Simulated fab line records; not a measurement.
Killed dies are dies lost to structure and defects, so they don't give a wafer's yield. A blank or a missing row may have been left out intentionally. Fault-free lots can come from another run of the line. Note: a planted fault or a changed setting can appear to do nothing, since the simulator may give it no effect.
Struck lot and sound lot, side by side	flow berkeley_cmos170	15 out of 331 route steps
Sound: the wafers L720.4, L720.5, L720.6. Wafers struck: L732.2, L732.4, L732.6. Last of all comes the cause.
For every step that has rows: the tool of each side, followed by ch and its chambers, followed by its first start. Under that, the readings that differ: sound wafers	struck wafers	difference of the means	sigmas: that difference in standard deviations of wafers without a fault.
alike: a reading whose means differ by less than 2 such deviations, as well as words and numbers matching on both sides. not compared: withheld readings; readings where some wafer has no value; bounds like >300 that might hide an equal value; numbers whose values overlap and for which the record gives no deviation.
Wherever a step has rows on one side only, a row that says differs or no value, or a row with sigmas, the two part there. Numbers that don't overlap but have no deviation are shown without sigmas and don't part them. Lack of a reading on every wafer of one side parts them only where that side has two or more wafers.

UCB170_M1_SPUTTER_00: material Al, target thk 600 nm, time 80 s.
  sound: pvd_sputter-04 at day 8 07:23; struck: pvd_sputter-03 at day 10 00:47
  alike: throttle_valve_pct
UCB170_M1_RS_MEAS_01: measures by four-point-probe.
  sound: film_metro-03 at day 8 07:30; struck: film_metro-03 at day 10 00:52
  alike: M1_AL_RS
UCB170_M1_THK_MEAS_02: measures by xrf.
  sound: film_metro-03 at day 8 07:35; struck: film_metro-03 at day 10 00:59
  alike: M1_AL_THK
then, 6 steps without rows for these wafers: UCB170_M1_COAT_03; UCB170_M1_COAT_04 (resist thk 900 nm); UCB170_M1_SOFTBAKE_05 (time 60 s); UCB170_M1_EXPOSE_06 (exposes mask METAL1, target cd 700 nm); UCB170_M1_PEB_07; UCB170_M1_DEVELOP_08 (develop time 45 s).
UCB170_M1_CD_MEAS_09 targets a cd of 700 nm.
  sound: cd_sem-01 at day 8 08:39; struck: cd_sem-01 at day 10 02:05
reading	sound	struck	difference	sigmas
cd_nm (nm)	702.2 701.3 702.9	700.1 698.0 698.4	-3.3	-2
UCB170_M1_OVL_MEAS_10:
  sound: overlay-01 at day 8 08:43; struck: overlay-02 at day 10 02:11
  alike: M1_OVL
UCB170_M1_ETCH_11: etches BARC in N2/H2.
  sound on rie_diel-02 ch 0,2,3, day 8 08:44; struck on rie_diel-03 ch 0,2, day 10 02:13
  alike: drypump_motor_current_A, oes_product_au, throttle_valve_pct
UCB170_M1_METAL_ETCH_12: etches Al in Cl2/BCl3, stops on PSG, target depth 780 nm, time 130 s.
  sound on rie_metal-04 ch 0,1, day 8 08:50; struck on rie_metal-01 ch 0,1, day 10 02:16
reading	sound	struck	difference	sigmas
model.KrF_of_M1_COAT_04.thk_nm (nm)	419.3 413.3 418.1	524.9 524.7 518.6	+105.8	
model.M1.cd_nm (nm)	699.1 704 700.1	712 708.9 705.8	+8	
  alike: drypump_motor_current_A, he_backside_leak_sccm, oes_product_au, throttle_valve_pct
  not compared: rf_hours_counter_h
UCB170_M1_STRIP_13: strips in O2.
  sound on plasma_asher-02 ch 0,1, day 8 08:57; struck on plasma_asher-04 ch 0, day 10 02:23
  alike: drypump_motor_current_A, oes_product_au
  not compared: rf_hours_counter_h
UCB170_M3_PROBE_99:
  sound: prober-01 at day 9 00:55; struck: prober-01 at day 10 16:01
  not compared: model.etest.m1_comb_over_steps.over_limit, model.etest.ring.over_limit, model.etest.antenna_m1.vt_shift_v

WHERE THEY PART
Within this record, at UCB170_M1_CD_MEAS_09 only. Later steps at which nothing parts them and some readings are alike: UCB170_M1_OVL_MEAS_10, UCB170_M1_ETCH_11, UCB170_M1_METAL_ETCH_12, UCB170_M1_STRIP_13.

WHY: what had been put in by the simulator
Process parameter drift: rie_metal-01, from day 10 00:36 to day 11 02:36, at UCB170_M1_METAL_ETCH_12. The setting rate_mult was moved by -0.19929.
